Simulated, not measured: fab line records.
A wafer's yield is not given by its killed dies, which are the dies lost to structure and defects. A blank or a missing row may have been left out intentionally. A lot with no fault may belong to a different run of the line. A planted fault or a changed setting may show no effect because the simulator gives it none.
Which of the tools did it?	flow rit_cmos	Sampling: 7 lots, 21 wafers, 2 of 202 route steps

== WHAT EACH GAUGE READ, for each wafer ==
RIT_M1_RS_MEAS_01: measurement is done with a four-point probe.
lot	measured	on	M1_AL_RS (ohm/sq)
L453	day 3 20:42	film_metro-02	0.0735 0.0730 0.0741
L455	day 4 09:59	film_metro-01	0.0744 0.0745 0.0739
L459	day 5 03:31	film_metro-04	0.0723 0.0732 0.0732
L461	day 5 13:23	film_metro-01	0.0745 0.0735 0.0741
L463	day 6 03:28	film_metro-04	0.0729 0.0730 0.0732
L466	day 6 14:05	film_metro-02	0.0737 0.0729 0.1124
L471	day 7 13:38	film_metro-02	0.0737 0.0731 0.0738

== WHAT TOOL EACH LOT RAN ON (gives the tool, then ch and the chambers of the sampled wafers, and finally the start) ==
lot	RIT_M1_SPUTTER_00
L453	pvd_sputter-01, day 3 20:25
L455	pvd_sputter-01, day 4 09:40
L459	pvd_sputter-03, day 5 03:11
L461	pvd_sputter-03, day 5 13:04
L463	pvd_sputter-04, day 6 03:07
L466	pvd_sputter-01, day 6 13:47
L471	pvd_sputter-03, day 7 13:20
- RIT_M1_SPUTTER_00: material Al, target thk 400 nm, time 500 s.

== THE ANSWER, worked out from the rows above alone ==
Rule: the usual values come from the lots themselves. Put in order of their means at a reading, lots are off if they are a third of the lots or fewer, leave a main group of 4 or more, and stand apart from it by a gap of 3 or more times the standard deviation of the main group's means; of several such gaps the widest counts. A main group is skipped when, at the precision printed for the reading in the tables above, its means are all equal. A lot without any number at a reading at which 4 lots or more have one is off too. The other lots that the step has rows for count as sound.
Off: at RIT_M1_RS_MEAS_01 (M1_AL_RS), L466. The main group has a mean of 0.0736 ohm/sq with a standard deviation of 0.00049.
A tool fits if, at a process step before that reading, it ran every lot that is off, and no sound lot after the first of them. Those tools and the gauges at RIT_M1_RS_MEAS_01 are tried in the same way. One fits: RIT_M1_SPUTTER_00 on pvd_sputter-01. Its last sound lot is L455 (day 4 09:40), its first lot that is off L466 (day 6 13:47): a fault that began between those two fits.

== WHAT WAS PUT IN BY THE SIMULATOR ==
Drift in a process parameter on pvd_sputter-01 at RIT_M1_SPUTTER_00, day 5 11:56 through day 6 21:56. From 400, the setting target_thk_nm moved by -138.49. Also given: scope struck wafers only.
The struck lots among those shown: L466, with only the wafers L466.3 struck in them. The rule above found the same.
